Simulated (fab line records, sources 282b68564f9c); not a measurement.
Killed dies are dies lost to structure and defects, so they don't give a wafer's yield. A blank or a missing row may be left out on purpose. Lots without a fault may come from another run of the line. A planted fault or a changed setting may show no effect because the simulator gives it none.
fab line records | flow rit_cmos
record lots=6 wafers=18 last_day=7
route steps=202 shown NWELL@38 PWELL@39 WELLDRIVE@50 NRETRO@53 M1@202
lots that met no fault: from a run of the same line without faults
start_h: hours from the record's first day to the start of the lot's first wafer shown | wait_h: hours since the lot's step before | " the same as in the row above | L1.1+2: a row that stands for several wafers | - no value, or no start given | * or withheld: withheld | < > ~ a bound
route shown NAME@n: a module of which the file shows steps, and the number in the route of the first | usual: mean/standard deviation of fault-free wafers | same: alike in all rows | chamber/n: place in a boat | sites: the reading at each site | _std_site: their standard deviation | _edge_site: outer sites' mean less inner sites' | radius_mm: how far each site lies from the wafer's centre | mask NAME#n: copy n | behind: the tool/chamber that last shaped the wafer | hold: why the lot was held/for how many hours/how that ended | device: the transistor (n, p or np) that didn't switch | end of line: the same wafers' tests at the end of the route | a step without rows: its recipe alone | killed: dies lost to structure and defects at the first sort, not the wafer's yield | map: a wafer's dies, x killed, . not, _ none there
set.NAME: the setting as run; set.NAME@STEP: as run at that earlier step | model.NAME: the simulator's own value behind a step, which no gauge read
lots at some steps of the route; a table a step, a row a wafer
services: from which hour (start_h, from the record's first day; less than 0 if before it) a tool's chamber was out of use, for how many hours, and why
## steps
# step RIT_NWELL_TW_MEAS_10
# usual NWELL_TW=2148/29
# columns lot.wafer tool chamber start_h wait_h NWELL_TW
L692.2 film_metro-04 - 51.98 0.1 2124
L692.3 " - " " 2116
L692.6 " - " " 2125
L695.1 film_metro-01 - 66.38 0.1 2161
L695.3 " - " " 2164
L695.4 " - " " 2147
L699.2 film_metro-01 - 85.89 0.1 2185
L699.4 " - " " 2183
L699.5 " - " " 2191
L704.2 film_metro-01 - 110.98 0.1 2164
L704.4 " - " " 2161
L704.6 " - " " 2162
L707.2 film_metro-01 - 126.00 0.1 2176
L707.3 " - " " 2170
L707.5 " - " " 2176
L708.1 film_metro-04 - 131.80 0.1 2112
L708.4 " - " " 2122
L708.5 " - " " 2097
# step RIT_PWELL_HMDS_00
# recipe prime_time_s=60 prime_temp_c=140
# step RIT_PWELL_COAT_01
# recipe resist=NOVOLAK spin_rpm=2000 resist_thk_nm=1300
# step RIT_PWELL_SOFTBAKE_02
# recipe resist=NOVOLAK temp_c=90 time_s=60
# step RIT_PWELL_EXPOSE_03
# recipe mask_id=M3 na=0.57 target_cd_nm=43700 dose_mj=250
# step RIT_PWELL_PEB_04
# recipe resist=NOVOLAK temp_c=withheld time_s=withheld
# step RIT_PWELL_DEVELOP_05
# recipe resist=NOVOLAK develop_time_s=68 dev_temp_c=23
# step RIT_PWELL_OVL_MEAS_06
# usual PWELL_OVL=0.1/1.4
# columns lot.wafer tool chamber start_h wait_h PWELL_OVL[nm]
L692.2 overlay-01 - 53.12 - -2.2
L692.3 " - " " -3.3
L692.6 " - " " -1.8
L695.1 overlay-02 - 67.32 - 2.6
L695.3 " - " " 1.2
L695.4 " - " " 1.8
L699.2 overlay-01 - 86.83 - 1.5
L699.4 " - " " -0.4
L699.5 " - " " -1.0
L704.2 overlay-02 - 112.04 - -0.4
L704.4 " - " " 0.3
L704.6 " - " " 0.5
L707.2 overlay-01 - 126.93 - 0.7
L707.3 " - " " 2.1
L707.5 " - " " 0.8
L708.1 overlay-02 - 132.87 - 1.3
L708.4 " - " " -0.3
L708.5 " - " " -0.1
# step RIT_PWELL_HARDBAKE_07
# recipe resist=NOVOLAK temp_c=140 time_s=120
# step RIT_PWELL_IMPLANT_08
# recipe species=B energy_kev=167.2 dose_cm2=7e+13 tilt_deg=7
# step RIT_PWELL_STRIP_09
# recipe chemistry=O2 time_s=180 resist=NOVOLAK platen_temp_c=withheld power_w=500 pressure_mtorr=4000 o2_flow_sccm=4000
# usual drypump_motor_current_A=5.59/0.27
# columns lot.wafer tool chamber start_h wait_h drypump_motor_current_A rf_hours_counter_h
L692.2 plasma_asher-03 0 53.55 0.1 5.87 43
L692.3 " 1 " " 5.44 -
L692.6 " 0 " " 5.87 -
L695.1 plasma_asher-02 0 67.75 0.1 5.31 41
L695.3 " 0 " " 5.27 -
L695.4 " 1 " " 5.70 -
L699.2 plasma_asher-02 0 87.26 0.1 5.32 44
L699.4 " 1 " " 5.71 -
L699.5 " 0 " " 5.31 -
L704.2 plasma_asher-01 0 112.47 0.1 5.42 46
L704.4 " 1 " " 6.21 -
L704.6 " 0 " " 5.41 -
L707.2 plasma_asher-02 1 127.36 0.1 5.68 1
L707.3 " 1 " " 5.68 -
L707.5 " 1 " " 5.67 -
L708.1 plasma_asher-02 1 133.30 0.1 5.70 2
L708.4 " 1 " " 5.67 -
L708.5 " 0 " " 5.29 -
# step RIT_PWELL_TW_MEAS_10
# usual PWELL_TW=956/11
# columns lot.wafer tool chamber start_h wait_h PWELL_TW
L692.2 film_metro-04 - 53.73 0.1 939
L692.3 " - " " 944
L692.6 " - " " 937
L695.1 film_metro-02 - 67.93 0.1 969
L695.3 " - " " 960
L695.4 " - " " 957
L699.2 film_metro-04 - 87.44 0.1 946
L699.4 " - " " 941
L699.5 " - " " 942
L704.2 film_metro-04 - 112.65 0.1 942
L704.4 " - " " 941
L704.6 " - " " 939
L707.2 film_metro-04 - 127.55 0.1 941
L707.3 " - " " 938
L707.5 " - " " 937
L708.1 film_metro-01 - 133.48 0.1 960
L708.4 " - " " 969
L708.5 " - " " 964
# step RIT_WELLDRIVE_ANNEAL_00
# recipe temp_c=1100 time_s=14700 ambient=N2
# usual spike_tc_centre_C=1102.5/1.1 spike_tc_load_C=1124.3/2.3 spike_tc_source_C=1124.8/2.8 tube_center_temp_C=1100/0.096 tube_center_temp_C_max=1102.8/0.46
# columns lot.wafer tool chamber start_h wait_h spike_tc_centre_C spike_tc_load_C spike_tc_source_C tube_center_temp_C tube_center_temp_C_max
L692.2 furnace-02 0 53.78 0.0 1101.8 1127.3 1123.2 1100 1102.3
L692.3 " 0 " " 1104.1 1126.4 1121.5 1100 1103.0
L692.6 " 0 " " 1102.0 1126.9 1124.1 1100.1 1102.6
L695.1 furnace-03 0 67.99 0.1 1103.0 1124.1 1128.7 1100 1103.5
L695.3 " 0 " " 1102.2 1123.6 1127.9 1100.1 1102.8
L695.4 " 0 " " 1102.1 1122.4 1127.5 1100.1 1102.7
L699.2 furnace-03 0 87.49 0.0 1126.1 1147.6 1149.0 1122 1124.2
L699.4 " 0 " " 1124.6 1147.0 1147.4 1121.9 1124.1
L699.5 " 0 " " 1124.4 1146.3 1149.7 1122 1125.2
L704.2 furnace-03 0 112.70 0.0 1124.6 1143.7 1149.6 1121.9 1124.8
L704.4 " 0 " " 1123.9 1146.7 1149.7 1122 1124.1
L704.6 " 0 " " 1126.6 1146.6 1149.9 1122 1125.0
L707.2 furnace-01 0 128.13 0.6 1102.4 1122.5 1123.5 1100.1 1102.6
L707.3 " 0 " " 1103.8 1122.1 1122.2 1099.9 1103.2
L707.5 " 0 " " 1100.8 1121.0 1122.4 1099.9 1102.9
L708.1 furnace-02 0 133.54 0.1 1101.2 1127.7 1119.4 1100.1 1102.6
L708.4 " 0 " " 1103.5 1129.1 1121.7 1099.9 1102.8
L708.5 " 0 " " 1103.7 1126.4 1122.4 1099.9 1102.2
# step RIT_WELLDRIVE_RS_MEAS_01
# recipe thk_meas_gauge=four-point-probe
# usual NWELL_RS=275.2/0.64
# columns lot.wafer tool chamber start_h wait_h NWELL_RS[ohm/sq]
L692.2 film_metro-02 - 58.89 0.0 275.2
L692.3 " - " " 274.5
L692.6 " - " " 275.0
L695.1 film_metro-01 - 73.07 0.0 275.5
L695.3 " - " " 275.3
L695.4 " - " " 275.5
L699.2 film_metro-02 - 92.59 0.0 252.6
L699.4 " - " " 253.2
L699.5 " - " " 251.5
L704.2 film_metro-01 - 117.81 0.0 252.9
L704.4 " - " " 252.7
L704.6 " - " " 253.1
L707.2 film_metro-04 - 133.23 0.0 276.3
L707.3 " - " " 276.5
L707.5 " - " " 275.9
L708.1 film_metro-04 - 138.62 0.0 276.2
L708.4 " - " " 275.3
L708.5 " - " " 275.7
# step RIT_WELLDRIVE_RS_MEAS_02
# recipe thk_meas_gauge=four-point-probe
# usual PWELL_RS=430.5/1.2
# columns lot.wafer tool chamber start_h wait_h PWELL_RS[ohm/sq]
L692.2 film_metro-02 - 59.01 0.1 430.8
L692.3 " - " " 431.2
L692.6 " - " " 431.5
L695.1 film_metro-01 - 73.19 0.1 430.5
L695.3 " - " " 429.9
L695.4 " - " " 429.3
L699.2 film_metro-02 - 92.71 0.1 406.2
L699.4 " - " " 406.4
L699.5 " - " " 407.1
L704.2 film_metro-01 - 117.93 0.1 405.2
L704.4 " - " " 405.8
L704.6 " - " " 406.1
L707.2 film_metro-04 - 133.35 0.1 431.6
L707.3 " - " " 430.7
L707.5 " - " " 431.5
L708.1 film_metro-04 - 138.74 0.1 431.4
L708.4 " - " " 429.7
L708.5 " - " " 429.9
# step RIT_NRETRO_HMDS_00
# recipe prime_time_s=60 prime_temp_c=140
# step RIT_M1_PROBE_99
# usual killed_at_front_end=7.1/2.8 killed_dies=7.2/2.8 killed_open=3.6/2.1 killed_short=3.6/1.9
# same gross_dies=264 killed_at_M0_to_M3=0 killed_at_M4_up=0 killed_at_back_side=0 killed_at_contacts=0 killed_at_other=0
# columns lot.wafer tool chamber start_h wait_h killed_at_front_end killed_dies killed_open killed_short model.etest.nmos_0p3.r_on_ohm_um model.etest.nwell_pinched.rs_ohm_sq model.etest.pwell_pinched.rs_ohm_sq model.etest.pwell.rs_ohm_sq model.etest.nmos_turned.drive_ua_um model.etest.nmos_0p15.drive_ua_um model.etest.nmos_narrow.drive_ua_um model.etest.nmos_0p3.drive_ua_um
L692.2 prober-01 - 87.61 0.1 4 4 1 3 2145 342.1 462.6 419.5 335.6 471.5 225.3 224.7
L692.3 prober-01 - 87.66 0.2 3 3 2 1 2152 339.1 465.1 419.4 334.7 473.2 226.5 223.5
L692.6 prober-01 - 87.81 0.2 4 4 2 2 2187 340.7 474.8 424.7 332.7 464.8 223.5 225
L695.1 prober-02 - 102.10 0.1 11 11 9 2 2223 339.3 468 412.7 311.4 452.9 221.1 218.8
L695.3 prober-02 - 102.20 0.2 8 8 6 2 2227 338.9 459.6 415 304.9 444.5 217.5 217.9
L695.4 prober-02 - 102.25 0.2 6 6 3 3 2196 335.3 453.8 411.5 309.1 453 216.3 213.6
L699.2 prober-01 - 121.37 0.1 9 9 2 7 2046 295.3 429.2 394.9 379.4 518.5 245 237
L699.4 prober-01 - 121.47 0.2 6 6 4 2 2069 300 432.1 392.9 375.7 511.8 243.4 239.1
L699.5 prober-01 - 121.52 0.2 9 9 5 4 2017 291.9 434.7 401.4 388.1 523.1 248.6 243.6
L704.2 prober-02 - 146.80 0.1 6 6 4 2 2082 291.4 419.7 389.3 323.2 469.5 240.9 234.2
L704.4 prober-02 - 146.90 0.2 6 6 2 4 2082 293.5 420.5 389 332.8 472.9 240.8 236.1
L704.6 prober-02 - 147.00 0.2 13 13 8 5 2104 292.7 421.9 396.2 320.5 469.9 235.6 229.5
L707.2 prober-01 - 161.93 0.1 11 11 7 4 2202 338.1 470.1 431.3 331.7 445.6 213.4 216.4
L707.3 prober-01 - 161.98 0.2 5 5 2 3 2140 333.9 463.9 432.2 329.8 457.6 223.2 223.7
L707.5 prober-01 - 162.08 0.2 4 4 3 1 2188 334.4 469.6 433.3 328.2 453.4 218.1 219.2
L708.1 prober-02 - 167.91 0.1 7 7 4 3 2163 333.9 461.9 417.6 325.2 483.1 233.6 230.6
L708.4 prober-02 - 168.06 0.2 7 7 1 6 2147 337.1 450.8 411 330.7 480.6 232 229.3
L708.5 prober-02 - 168.11 0.2 9 9 5 4 2134 336.9 452.4 410.7 325 492.9 232.2 231.2
# killed by level:class
L692.2 REOX:geometric_particle:short=2 GATE:geometric_particle:open=1 GATE:geometric_particle:short=1
L692.3 FOX1:geometric_particle:open=1 FOX1:geometric_particle:short=1 GATE:geometric_particle:open=1
L692.6 FOX1:geometric_particle:short=2 FOX2:geometric_particle:open=1 GATE:geometric_particle:open=1
L695.1 GATE:geometric_particle:open=7 FOX1:geometric_particle:short=1 FOX1:geometric_particle:open=1 GATE:geometric_particle:short=1 SPACER:geometric_particle:open=1
L695.3 GATE:geometric_particle:open=3 REOX:geometric_particle:open=2 FOX1:geometric_particle:open=1 FOX1:geometric_particle:short=1 GATE:geometric_particle:short=1
L695.4 FOX2:geometric_particle:short=2 GATE:geometric_particle:open=2 FOX2:geometric_particle:open=1 GATE:geometric_particle:short=1
L699.2 GATE:geometric_particle:short=3 FOX2:geometric_particle:short=2 GATE:geometric_particle:open=1 REOX:geometric_particle:open=1 REOX:geometric_particle:short=1 SPACER:geometric_particle:short=1
L699.4 FOX1:geometric_particle:short=1 GATE:geometric_particle:open=1 REOX:geometric_particle:open=1 REOX:geometric_particle:short=1 SPACER:geometric_particle:open=1 SILICIDE:geometric_particle:open=1
L699.5 SPACER:geometric_particle:open=3 GATE:geometric_particle:open=2 SPACER:geometric_particle:short=2 FOX1:geometric_particle:short=1 GATE:geometric_particle:short=1
L704.2 SPACER:geometric_particle:open=2 FOX1:geometric_particle:short=1 FOX2:geometric_particle:short=1 GATE:geometric_particle:open=1 REOX:geometric_particle:open=1
L704.4 FOX1:geometric_particle:short=1 FOX1:geometric_particle:open=1 FOX2:geometric_particle:short=1 GATE:geometric_particle:short=1 GATE:geometric_particle:open=1 SILICIDE:geometric_particle:short=1
L704.6 FOX1:geometric_particle:open=3 GATE:geometric_particle:open=2 FOX2:geometric_particle:short=2 SILICIDE:geometric_particle:open=2 FOX1:geometric_particle:short=1 GATE:geometric_particle:short=1 SPACER:geometric_particle:open=1 SILICIDE:geometric_particle:short=1
L707.2 GATE:geometric_particle:open=4 GATE:geometric_particle:short=3 FOX1:geometric_particle:open=2 REOX:geometric_particle:open=1 SILICIDE:geometric_particle:short=1
L707.3 GATE:geometric_particle:open=2 GATE:geometric_particle:short=1 SPACER:geometric_particle:short=1 SILICIDE:geometric_particle:short=1
L707.5 FOX1:geometric_particle:short=1 REOX:geometric_particle:open=1 SPACER:geometric_particle:open=1 SILICIDE:geometric_particle:open=1
L708.1 REOX:geometric_particle:open=2 FOX1:geometric_particle:open=1 FOX1:geometric_particle:short=1 GATE:geometric_particle:open=1 GATE:geometric_particle:short=1 SPACER:geometric_particle:short=1
L708.4 FOX2:geometric_particle:short=2 GATE:geometric_particle:short=2 FOX1:geometric_particle:short=1 GATE:geometric_particle:open=1 SPACER:geometric_particle:short=1
L708.5 REOX:geometric_particle:open=3 FOX2:geometric_particle:short=2 FOX1:geometric_particle:open=1 GATE:geometric_particle:short=1 REOX:geometric_particle:short=1 SPACER:geometric_particle:open=1
## services
# columns tool chamber start_h hours kind
furnace-01 - 32.05 13.9 pm
plasma_asher-01 - 61.46 1.8 repair
plasma_asher-03 - 96.68 6.2 repair
plasma_asher-02 - 108.75 9.0 pm
plasma_asher-02 0 108.75 9.0 vent_cycle
plasma_asher-02 1 108.75 9.0 vent_cycle
plasma_asher-02 0 117.75 - clean
plasma_asher-02 1 117.75 - clean
plasma_asher-01 - 128.92 8.7 repair
## key
first_sign step=RIT_WELLDRIVE_ANNEAL_00 reading=tube_center_temp_C direction=up sigmas=99+ usual=* struck=*
effect step=RIT_WELLDRIVE_ANNEAL_00 reading=tube_center_temp_C_max direction=up sigmas=48 usual=* struck=*
effect step=RIT_WELLDRIVE_RS_MEAS_01 reading=NWELL_RS direction=down sigmas=35 usual=275.2 struck=252.7
effect step=RIT_WELLDRIVE_RS_MEAS_02 reading=PWELL_RS direction=down sigmas=21 usual=430.5 struck=406.1
model_effect step=RIT_M1_PROBE_99 value=etest.nmos_0p3.r_on_ohm_um without=2145 struck=2067
met_at RIT_WELLDRIVE_ANNEAL_00
struck_wafers L699.2,L699.4,L699.5,L704.2,L704.4,L704.6
tester_left_out L699,L704
onset_between 67.99 87.49
fault kind=process_parameter_drift tool=furnace-03 chamber=- onset_h=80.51 steps=RIT_WELLDRIVE_ANNEAL_00 channel=temp_c offset=* shape=step end_h=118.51 acts_in=* stated=*
# tester_left_out: of these lots the tester's yield and bins aren't shown, on N5 and GAA mostly nor the transistor test; their killed dies are dies lost to structure and defects alone, not to doping, threshold or leakage, so they don't give the yield
